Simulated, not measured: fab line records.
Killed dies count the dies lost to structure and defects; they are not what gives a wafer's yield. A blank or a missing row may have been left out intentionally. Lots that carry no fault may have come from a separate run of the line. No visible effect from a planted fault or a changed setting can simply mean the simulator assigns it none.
fab line records | flow berkeley-cmos170
record: lots: 5 wafers: 15 last-day: 12
route steps=331 shown V1@270 M2@271 V2@292
lots untouched by any fault: they come from a run of this same line in which no faults occurred
start-h: start of the lot's first displayed wafer, in hours after the record's first day | wait-h: hours since the lot's step before | " unchanged from the row above | L1.1+2: a single row standing in for several wafers | - value missing, or start not given | * or withheld: withheld | < > ~ a bound
route shown NAME@n: NAME is a module with steps in the file, n the number in the route of the first one | usual: average and standard deviation across the fault-free wafers | same: alike in all rows | chamber/n: place in a boat | sites: each site's reading | _std_site: their standard deviation | _edge_site: mean of outer sites minus mean of inner sites | radius-mm: how far each site lies from the wafer's centre | mask NAME#n: copy n | behind: the tool/chamber that last shaped the wafer | hold: the reason the lot was held/the length of the hold in hours/how it ended | device: the n, p or np transistor that did not switch | end of line: the tests these same wafers got at the end of their route | step lacking rows: just its recipe | killed: not the wafer's yield, but the dies lost to structure and defects at the first sort | map: per-die view of a wafer (x killed, . not killed, _ where there is no die)
set.NAME: setting as actually run; set.NAME@STEP: the setting as run at that earlier step | model.NAME: the simulator's own value behind a step, which no gauge read
lots at some steps of the route; a table a step, a row a wafer
services: the hour from which a tool's chamber was out of use, counted from the record's first day as start-h (under 0 if before that day), plus the number of hours and why
== steps ==
step: UCB170_V1_CD_MEAS_90
recipe: target-cd-nm: 700
usual: cd-nm: 700.7/1.6
columns lot.wafer tool chamber start-h wait-h cd-nm
L078.2 cd-sem-02 - 205.43 0.1 702.2
L078.3 " - " " 701.8
L078.4 " - " " 701.5
L079.1 cd-sem-01 - 205.45 0.1 701.0
L079.2 " - " " 702.1
L079.4 " - " " 701.2
L085.2 cd-sem-02 - 225.00 0.1 703.0
L085.3 " - " " 703.8
L085.5 " - " " 703.1
L083.4 cd-sem-01 - 235.96 0.1 700.7
L083.5 " - " " 698.1
L083.6 " - " " 700.3
L092.3 cd-sem-01 - 268.23 0.1 700.9
L092.4 " - " " 701.0
L092.6 " - " " 702.9
step: UCB170_M2_PRE_CLEAN_00
recipe: gas: Ar preclean-etch-time-s: 60
columns lot.wafer tool chamber start-h wait-h
L078.2+3+4 pvd-sputter-01 - 205.53 0.1
L079.1+2+4 pvd-sputter-02 - 205.57 0.1
L085.2+3+5 pvd-sputter-01 - 225.10 0.1
L083.4+5+6 pvd-sputter-03 - 236.02 0.0
L092.3+4+6 pvd-sputter-03 - 268.31 0.1
step: UCB170_M2_SPUTTER_01
recipe: material: Al target-thk-nm: 900 time-s: 120 power-w: 6000 chamber-pressure-pa: 0.5
usual: throttle-valve-pct: 30.4/0.74
columns lot.wafer tool chamber start-h wait-h throttle-valve-pct
L078.2 pvd-sputter-01 - 205.60 0.0 29.3
L078.3 " - " " 29.7
L078.4 " - " " 29.6
L079.1 pvd-sputter-02 - 205.64 0.0 30.8
L079.2 " - " " 30.3
L079.4 " - " " 30.5
L085.2 pvd-sputter-01 - 225.16 0.0 29.8
L085.3 " - " " 29.7
L085.5 " - " " 29.8
L083.4 pvd-sputter-03 - 236.09 0.0 29.4
L083.5 " - " " 30.5
L083.6 " - " " 31.0
L092.3 pvd-sputter-03 - 268.38 0.0 30.9
L092.4 " - " " 29.4
L092.6 " - " " 30.5
step: UCB170_M2_RS_MEAS_02
recipe: thk-meas-gauge: four-point-probe reads: Al_of_M2_SPUTTER_01
usual: M2_AL_RS: 0.0321/0.0003
columns lot.wafer tool chamber start-h wait-h M2_AL_RS[ohm/sq]
L078.2 film-metro-01 - 205.70 0.1 0.0318
L078.3 " - " " 0.0320
L078.4 " - " " 0.0322
L079.1 film-metro-02 - 205.72 0.0 0.0326
L079.2 " - " " 0.0326
L079.4 " - " " 0.0323
L085.2 film-metro-02 - 225.27 0.1 0.0321
L085.3 " - " " 0.0323
L085.5 " - " " 0.0324
L083.4 film-metro-03 - 236.23 0.1 0.0322
L083.5 " - " " 0.0323
L083.6 " - " " 0.0321
L092.3 film-metro-01 - 268.50 0.1 0.0315
L092.4 " - " " 0.0318
L092.6 " - " " 0.0324
step: UCB170_M2_THK_MEAS_03
recipe: thk-meas-gauge: xrf reads: Al_of_M2_SPUTTER_01
usual: M2_AL_THK: 892/8.6
columns lot.wafer tool chamber start-h wait-h M2_AL_THK[nm]
L078.2 film-metro-01 - 205.81 0.1 888
L078.3 " - " " 886
L078.4 " - " " 879
L079.1 film-metro-02 - 205.84 0.1 884
L079.2 " - " " 882
L079.4 " - " " 890
L085.2 film-metro-02 - 225.38 0.1 897
L085.3 " - " " 892
L085.5 " - " " 889
L083.4 film-metro-03 - 236.32 0.1 891
L083.5 " - " " 888
L083.6 " - " " 893
L092.3 film-metro-01 - 268.60 0.1 903
L092.4 " - " " 890
L092.6 " - " " 874
step: UCB170_M2_HMDS_04
recipe: prime-time-s: 60 prime-temp-c: 100
usual: chill-plate-temp-C: 23.02/0.1
columns lot.wafer tool chamber start-h wait-h chill-plate-temp-C
L078.2 litho-track-04 0 206.63 0.8 22.99
L078.3 " 0 " " 23.08
L078.4 " 0 " " 23.04
L079.1 litho-track-02 0 206.64 0.8 22.92
L079.2 " 0 " " 22.94
L079.4 " 0 " " 22.87
L085.2 litho-track-02 0 225.45 0.1 23.12
L085.3 " 0 " " 22.90
L085.5 " 0 " " 23.03
L083.4 litho-track-02 0 236.57 0.2 23.13
L083.5 " 0 " " 23.17
L083.6 " 0 " " 22.98
L092.3 litho-track-01 0 268.69 0.1 23.01
L092.4 " 0 " " 22.98
L092.6 " 0 " " 23.14
step: UCB170_M2_COAT_05
recipe: resist: KrF spin-rpm: 1500 resist-thk-nm: 900
usual: chill-plate-temp-C: 22.99/0.11
columns lot.wafer tool chamber start-h wait-h chill-plate-temp-C
L078.2 litho-track-04 0 206.78 0.1 23.06
L078.3 " 0 " " 22.81
L078.4 " 0 " " 22.96
L079.1 litho-track-02 0 206.79 0.1 22.97
L079.2 " 0 " " 23.02
L079.4 " 0 " " 22.98
L085.2 litho-track-02 0 225.60 0.1 22.85
L085.3 " 0 " " 22.84
L085.5 " 0 " " 22.99
L083.4 litho-track-02 0 236.72 0.1 23.25
L083.5 " 0 " " 23.14
L083.6 " 0 " " 23.00
L092.3 litho-track-01 0 268.84 0.1 23.01
L092.4 " 0 " " 22.93
L092.6 " 0 " " 22.94
step: UCB170_M2_SOFTBAKE_06
recipe: resist: KrF temp-c: 130 time-s: 60
usual: chill-plate-temp-C: 23.02/0.11
columns lot.wafer tool chamber start-h wait-h chill-plate-temp-C
L078.2 litho-track-04 0 206.93 0.1 23.02
L078.3 " 0 " " 22.88
L078.4 " 0 " " 22.93
L079.1 litho-track-02 0 206.94 0.1 22.82
L079.2 " 0 " " 22.95
L079.4 " 0 " " 22.97
L085.2 litho-track-02 0 225.75 0.1 22.94
L085.3 " 0 " " 22.97
L085.5 " 0 " " 23.01
L083.4 litho-track-02 0 236.87 0.1 23.13
L083.5 " 0 " " 23.11
L083.6 " 0 " " 23.15
L092.3 litho-track-01 0 268.99 0.1 23.03
L092.4 " 0 " " 23.06
L092.6 " 0 " " 23.19
step: UCB170_M2_STRIP_07
recipe: chemistry: O2 power-w: 400 pressure-mtorr: 3500 platen-temp-c: withheld o2-flow-sccm: 400 overash-fraction: 0.5
usual: drypump-motor-current-A: 5.8/0.31 oes-product-au: 0.734/0.0046 strip-time-to-endpoint-s: 21.99/0.05
columns lot.wafer tool chamber start-h wait-h drypump-motor-current-A oes-product-au rf-hours-counter-h strip-time-to-endpoint-s
L078.2 plasma-asher-01 1 207.06 0.1 5.7 0.726 49 22.02
L078.3 " 0 " " 5.6 0.741 - 22.00
L078.4 " 1 " " 5.7 0.731 - 21.97
L079.1 plasma-asher-03 0 207.09 0.1 5.9 0.739 45 22.04
L079.2 " 1 " " 6.3 0.745 45 22.03
L079.4 " 0 " " 5.9 0.734 - 22.02
L085.2 plasma-asher-01 1 225.88 0.1 5.7 0.732 51 21.96
L085.3 " 0 " " 5.6 0.733 - 22.05
L085.5 " 1 " " 5.7 0.731 - 21.91
L083.4 plasma-asher-01 0 236.97 0.1 5.6 0.732 - 22.01
L083.5 " 1 " " 5.7 0.728 - 21.98
L083.6 " 0 " " 5.7 0.732 - 21.97
L092.3 plasma-asher-03 1 269.13 0.1 6.3 0.741 - 21.99
L092.4 " 0 " " 5.9 0.738 - 22.05
L092.6 " 1 " " 6.3 0.733 - 22.02
step: UCB170_M2_STRIP_08
recipe: chemistry: DMSO temp-c: 80 time-s: 600 material: KrF
columns lot.wafer tool chamber start-h wait-h
L078.2+3+4 wet-bench-01 1 207.16 0.1
L079.1+2+4 wet-bench-03 2 207.19 0.1
L085.2+3+5 wet-bench-04 1 225.98 0.1
L083.4+5+6 wet-bench-04 2 237.04 0.0
L092.3+4+6 wet-bench-01 3 269.19 0.0
step: UCB170_M2_COAT_09
recipe: resist: BARC temp-c: withheld time-s: withheld spin-rpm: 3000 resist-thk-nm: withheld
usual: chill-plate-temp-C: *
columns lot.wafer tool chamber start-h wait-h chill-plate-temp-C
L079.1 litho-track-04 0 208.06 0.7 *
L079.2 " 0 " " *
L079.4 " 0 " " *
L078.2 litho-track-01 0 208.08 0.7 *
L078.3 " 0 " " *
L078.4 " 0 " " *
L085.2 litho-track-01 0 226.18 0.0 *
L085.3 " 0 " " *
L085.5 " 0 " " *
L083.4 litho-track-04 0 237.39 0.2 *
L083.5 " 0 " " *
L083.6 " 0 " " *
L092.3 litho-track-04 0 269.63 0.3 *
L092.4 " 0 " " *
L092.6 " 0 " " *
step: UCB170_M2_COAT_10
recipe: resist: KrF spin-rpm: 1500 resist-thk-nm: 900
usual: chill-plate-temp-C: 23.01/0.1
columns lot.wafer tool chamber start-h wait-h chill-plate-temp-C
L079.1 litho-track-04 0 - - 22.79
L079.2 " 0 " " 22.93
L079.4 " 0 " " 22.90
L078.2 litho-track-01 0 - - 23.15
L078.3 " 0 " " 23.28
L078.4 " 0 " " 23.04
L085.2 litho-track-01 0 - - 22.98
L085.3 " 0 " " 23.02
L085.5 " 0 " " 23.08
L083.4 litho-track-04 0 - - 23.06
L083.5 " 0 " " 22.91
L083.6 " 0 " " 22.93
L092.3 litho-track-04 0 - - 23.13
L092.4 " 0 " " 22.97
L092.6 " 0 " " 23.00
step: UCB170_M2_SOFTBAKE_11
recipe: resist: KrF temp-c: 130 time-s: 60
usual: chill-plate-temp-C: 23.00/0.1
columns lot.wafer tool chamber start-h wait-h chill-plate-temp-C
L079.1 litho-track-04 0 - - 23.03
L079.2 " 0 " " 23.08
L079.4 " 0 " " 23.09
L078.2 litho-track-01 0 - - 23.08
L078.3 " 0 " " 22.94
L078.4 " 0 " " 22.93
L085.2 litho-track-01 0 - - 23.00
L085.3 " 0 " " 23.14
L085.5 " 0 " " 23.17
L083.4 litho-track-04 0 - - 22.95
L083.5 " 0 " " 22.96
L083.6 " 0 " " 22.85
L092.3 litho-track-04 0 - - 22.99
L092.4 " 0 " " 23.14
L092.6 " 0 " " 23.12
step: UCB170_M2_EXPOSE_12
recipe: mask-id: METAL2 target-cd-nm: 700 na: 0.5 sigma-outer: 0.6 source-shape: conventional dose-mj: 26
usual: focus-offset-nm: 0.1/0.61
same: na: 0.5
columns lot.wafer tool chamber start-h wait-h mask focus-offset-nm
L078.2 krf-scanner-02 0 208.76 - METAL2#0 1.4
L078.3 " 0 " " METAL2#0 1.2
L078.4 " 0 " " METAL2#0 0.9
L079.1 krf-scanner-02 0 208.86 - METAL2#0 -0.6
L079.2 " 0 " " METAL2#0 0.2
L079.4 " 0 " " METAL2#0 0.1
L085.2 krf-scanner-01 0 226.75 - METAL2#0 -0.5
L085.3 " 0 " " METAL2#0 -0.4
L085.5 " 0 " " METAL2#0 -0.1
L083.4 krf-scanner-01 0 237.95 - METAL2#0 0.7
L083.5 " 0 " " METAL2#0 0.6
L083.6 " 0 " " METAL2#0 0.8
L092.3 krf-scanner-02 0 270.07 - METAL2#0 0.3
L092.4 " 0 " " METAL2#0 -0.3
L092.6 " 0 " " METAL2#0 0.8
step: UCB170_M2_PEB_13
recipe: peb-temp-c: 130 peb-time-s: withheld resist: KrF
usual: chill-plate-temp-C: 22.99/0.11
columns lot.wafer tool chamber start-h wait-h chill-plate-temp-C
L078.2 litho-track-01 0 208.88 0.1 22.96
L078.3 " 0 " " 23.11
L078.4 " 0 " " 23.18
L079.1 litho-track-02 0 209.02 0.1 23.05
L079.2 " 0 " " 23.02
L079.4 " 0 " " 22.92
L085.2 litho-track-02 0 226.87 0.1 22.98
L085.3 " 0 " " 22.89
L085.5 " 0 " " 22.91
L083.4 litho-track-01 0 238.37 0.4 22.99
L083.5 " 0 " " 22.95
L083.6 " 0 " " 22.91
L092.3 litho-track-01 0 270.49 0.4 22.86
L092.4 " 0 " " 23.04
L092.6 " 0 " " 23.16
step: UCB170_M2_DEVELOP_14
recipe: developer: TMAH develop-time-s: 45 resist: KrF dev-temp-c: 21
usual: chill-plate-temp-C: 22.98/0.1
same: develop-time-s: 45
columns lot.wafer tool chamber start-h wait-h chill-plate-temp-C
L078.2 litho-track-01 0 - - 23.02
L078.3 " 0 " " 22.92
L078.4 " 0 " " 22.96
L079.1 litho-track-02 0 - - 23.00
L079.2 " 0 " " 22.92
L079.4 " 0 " " 22.95
L085.2 litho-track-02 0 - - 22.99
L085.3 " 0 " " 22.88
L085.5 " 0 " " 23.07
L083.4 litho-track-01 0 - - 22.96
L083.5 " 0 " " 22.85
L083.6 " 0 " " 22.86
L092.3 litho-track-01 0 - - 23.06
L092.4 " 0 " " 23.12
L092.6 " 0 " " 23.02
step: UCB170_M2_CD_MEAS_15
recipe: target-cd-nm: 700
usual: cd-nm: 700.3/1.4
columns lot.wafer tool chamber start-h wait-h cd-nm
L078.2 cd-sem-02 - 209.15 - 699.1
L078.3 " - " " 700.8
L078.4 " - " " 701.1
L079.1 cd-sem-01 - 209.32 - 702.0
L079.2 " - " " 701.0
L079.4 " - " " 700.6
L085.2 cd-sem-01 - 227.14 - 699.6
L085.3 " - " " 701.3
L085.5 " - " " 700.7
L083.4 cd-sem-01 - 238.63 - 698.1
L083.5 " - " " 699.0
L083.6 " - " " 699.6
L092.3 cd-sem-02 - 270.76 - 699.0
L092.4 " - " " 698.5
L092.6 " - " " 701.0
step: UCB170_M2_OVL_MEAS_16
usual: M2_OVL: 3/4.8
columns lot.wafer tool chamber start-h wait-h M2_OVL[nm]
L078.2 overlay-01 - 209.26 0.1 9
L078.3 " - " " 3
L078.4 " - " " 12
L079.1 overlay-02 - 209.44 0.1 -10
L079.2 " - " " 4
L079.4 " - " " 2
L085.2 overlay-01 - 227.25 0.1 0
L085.3 " - " " -1
L085.5 " - " " -6
L083.4 overlay-01 - 238.70 0.1 7
L083.5 " - " " 3
L083.6 " - " " -2
L092.3 overlay-02 - 270.85 0.1 9
L092.4 " - " " 13
L092.6 " - " " 11
step: UCB170_M2_ETCH_17
recipe: chemistry: N2/H2 target-depth-a: withheld overetch-a: withheld target: BARC time-s: withheld source-w: 500 bias-w: 100 pressure-mtorr: 30 n2-flow-sccm: 100 h2-flow-sccm: 200
usual: bias-w: 100.05/0.29 drypump-motor-current-A: 5.7/0.46 oes-product-au: 1.011/0.024 rf-fwd-power-W: 495.1/1.9 throttle-valve-pct: 13.25/0.19
columns lot.wafer tool chamber start-h wait-h bias-w drypump-motor-current-A oes-product-au rf-fwd-power-W throttle-valve-pct
L078.2 rie-diel-04 2 209.29 0.0 100.12 5.9 0.990 492.1 13.55
L078.3 " 1 " " 100.09 6.0 1.005 494.8 12.98
L078.4 " 0 " " 99.53 6.0 1.006 493.4 13.04
L079.1 rie-diel-02 0 209.48 0.0 100.29 5.9 0.995 494.5 13.32
L079.2 " 1 " " 99.81 6.6 1.001 493.4 13.01
L079.4 " 2 " " 99.66 5.3 0.995 495.2 13.17
L085.2 rie-diel-04 1 227.28 0.0 100.59 6.0 1.001 494.1 12.97
L085.3 " 3 " " 100.60 4.8 1.057 493.5 13.23
L085.5 " 1 " " 100.62 6.0 0.999 496.4 12.98
L083.4 rie-diel-02 3 238.72 0.0 100.08 5.7 1.022 496.0 13.41
L083.5 " 2 " " 99.83 5.3 0.995 495.4 13.17
L083.6 " 3 " " 100.38 5.7 1.030 495.1 13.40
L092.3 rie-diel-02 0 270.88 0.0 99.84 5.9 0.983 496.3 13.33
L092.4 " 2 " " 100.80 5.3 0.989 494.8 13.17
L092.6 " 0 " " 99.72 5.9 0.980 494.8 13.31
step: UCB170_M2_METAL_ETCH_18
recipe: chemistry: Cl2/BCl3 target: Al stop-on: SiO2 pressure-mtorr: 12 target-depth-a: 11700 over-etch-frac: 0.3 time-s: 195 icp-w: 600 bias-w: 120 Cl2_flow_sccm: 90 bcl3-flow-sccm: 45
usual: bias-w: 119.9/0.34 drypump-motor-current-A: 5.6/0.34 oes-product-au: 0.852/0.016 rf-fwd-power-W: 597.6/1.7 throttle-valve-pct: 24.37/0.26
columns lot.wafer tool chamber start-h wait-h bias-w drypump-motor-current-A oes-product-au rf-fwd-power-W rf-hours-counter-h throttle-valve-pct
L078.2 rie-metal-04 0 209.33 - 119.9 6.4 0.868 597.0 9 24.65
L078.3 " 1 " " 119.8 5.5 0.819 597.2 - 24.19
L078.4 " 0 " " 120.0 6.4 0.870 598.4 - 24.65
L079.1 rie-metal-03 1 209.52 - 120.0 5.2 0.863 594.6 7 24.65
L079.2 " 1 " " 120.2 5.2 0.858 596.7 - 24.68
L079.4 " 1 " " 119.9 5.2 0.866 598.6 - 24.66
L085.2 rie-metal-03 1 227.32 - 120.2 5.2 0.868 599.9 9 24.66
L085.3 " 0 " " 120.4 5.6 0.844 597.2 - 24.75
L085.5 " 1 " " 119.8 5.2 0.854 600.1 - 24.65
L083.4 rie-metal-03 1 238.83 - 119.9 5.2 0.865 597.3 - 24.65
L083.5 " 1 " " 119.4 5.2 0.861 597.7 - 24.67
L083.6 " 0 " " 119.4 5.6 0.851 597.8 - 24.73
L092.3 rie-metal-01 1 270.98 - 120.2 5.8 0.850 598.4 - 24.02
L092.4 " 0 " " 120.1 5.5 0.865 594.6 - 24.32
L092.6 " 0 " " 119.2 5.5 0.854 594.2 - 24.32
step: UCB170_M2_STRIP_19
recipe: chemistry: O2 power-w: 400 pressure-mtorr: 3500 platen-temp-c: withheld o2-flow-sccm: 400 overash-fraction: 0.5
usual: drypump-motor-current-A: 5.83/0.29 oes-product-au: 0.546/0.0094
columns lot.wafer tool chamber start-h wait-h drypump-motor-current-A oes-product-au rf-hours-counter-h
L078.2 plasma-asher-03 0 209.52 0.1 5.93 0.527 45
L078.3 " 1 " " 6.27 0.549 -
L078.4 " 0 " " 5.93 0.532 -
L079.1 plasma-asher-01 1 209.90 0.3 5.71 0.548 49
L079.2 " 0 " " 5.63 0.543 49
L079.4 " 1 " " 5.71 0.546 -
L085.2 plasma-asher-01 0 227.51 0.1 5.63 0.544 52
L085.3 " 1 " " 5.70 0.528 -
L085.5 " 1 " " 5.72 0.542 -
L083.4 plasma-asher-02 1 238.98 0.1 5.22 0.538 -
L083.5 " 1 " " 5.23 0.547 -
L083.6 " 0 " " 5.52 0.531 -
L092.3 plasma-asher-03 1 271.14 0.1 6.25 0.555 -
L092.4 " 0 " " 5.95 0.542 -
L092.6 " 1 " " 6.26 0.555 -
step: UCB170_M2_CD_MEAS_90
recipe: target-cd-nm: 700
usual: cd-nm: 700.7/3
columns lot.wafer tool chamber start-h wait-h cd-nm
L078.2 cd-sem-02 - 209.64 0.1 696.5
L078.3 " - " " 700.5
L078.4 " - " " 699.9
L079.1 cd-sem-01 - 210.00 0.1 699.7
L079.2 " - " " 702.2
L079.4 " - " " 701.7
L085.2 cd-sem-01 - 227.63 0.1 701.6
L085.3 " - " " 702.6
L085.5 " - " " 701.1
L083.4 cd-sem-01 - 239.11 0.1 695.6
L083.5 " - " " 698.2
L083.6 " - " " 700.1
L092.3 cd-sem-02 - 271.25 0.1 697.5
L092.4 " - " " 706.6
L092.6 " - " " 705.8
step: UCB170_V2_CVD_00
recipe: material: SiO2 target-thk-nm: 2000 temp-c: 390 precursor: TEOS/O2 time-s: 250 rf-w: 550 pressure-mtorr: 9000
usual: heater-power-w: 264/47 rf-fwd-power-W: 549.0/1.7
columns lot.wafer tool chamber start-h wait-h heater-power-w rf-fwd-power-W
L078.2 pecvd-02 2 209.74 0.1 354 549.5
L078.3 " 2 " " 257 549.0
L078.4 " 0 " " 269 547.8
L079.1 pecvd-01 1 210.12 0.1 231 550.8
L079.2 " 0 " " 289 546.8
L079.4 " 0 " " 345 548.5
L085.2 pecvd-02 0 227.73 0.1 229 549.3
L085.3 " 2 " " 341 550.4
L085.5 " 2 " " 262 551.5
L083.4 pecvd-01 1 239.25 0.1 186 550.4
L083.5 " 0 " " 238 548.4
L083.6 " 2 " " 225 551.0
L092.3 pecvd-03 2 271.33 0.1 304 551.8
L092.4 " 0 " " 226 550.0
L092.6 " 2 " " 245 552.7
step: UCB170_V2_THK_MEAS_01
recipe: reads: SiO2_of_V2_CVD_00
usual: V2_TEOS_THK: 1997/24
columns lot.wafer tool chamber start-h wait-h V2_TEOS_THK[nm]
L078.2 film-metro-04 - 209.98 0.2 1978
L078.3 " - " " 2011
L078.4 " - " " 2009
L079.1 film-metro-03 - 210.27 0.1 2008
L079.2 " - " " 2013
L079.4 " - " " 2023
L085.2 film-metro-03 - 227.89 0.1 1986
L085.3 " - " " 1991
L085.5 " - " " 2000
L083.4 film-metro-04 - 239.36 0.0 2042
L083.5 " - " " 2024
L083.6 " - " " 2032
L092.3 film-metro-04 - 271.50 0.1 1974
L092.4 " - " " 2008
L092.6 " - " " 2014
== services ==
columns tool chamber start-h hours kind
pecvd-02 1 193.11 17.2 repair
rie-metal-03 0 193.24 - clean
rie-metal-03 0 193.24 31.1 scheduled-down
rie-metal-03 0 193.24 31.1 vent-cycle
krf-scanner-02 - 202.82 1.3 pm
krf-scanner-01 - 208.12 1.3 pm
rie-diel-04 2 213.23 6.8 repair
pecvd-01 - 215.62 14.6 pm
plasma-asher-02 - 219.52 2.0 repair
plasma-asher-02 - 233.96 3.2 repair
rie-diel-04 - 235.37 18.6 repair
pvd-sputter-01 - 235.59 5.6 repair
rie-metal-04 0 239.76 47.5 repair
pecvd-02 - 242.50 14.0 pm
pecvd-02 0 242.50 14.0 vent-cycle
pecvd-02 1 242.50 14.0 vent-cycle
plasma-asher-01 - 247.52 2.9 repair
rie-diel-02 0 248.41 6.2 repair
rie-metal-04 - 248.64 0.7 repair
krf-scanner-02 - 249.26 1.0 pm
plasma-asher-02 - 250.30 2.7 repair
krf-scanner-01 - 256.35 1.4 repair
rie-metal-03 - 270.34 12.6 repair
pvd-sputter-03 - 270.92 9.2 repair
== key ==
fault none
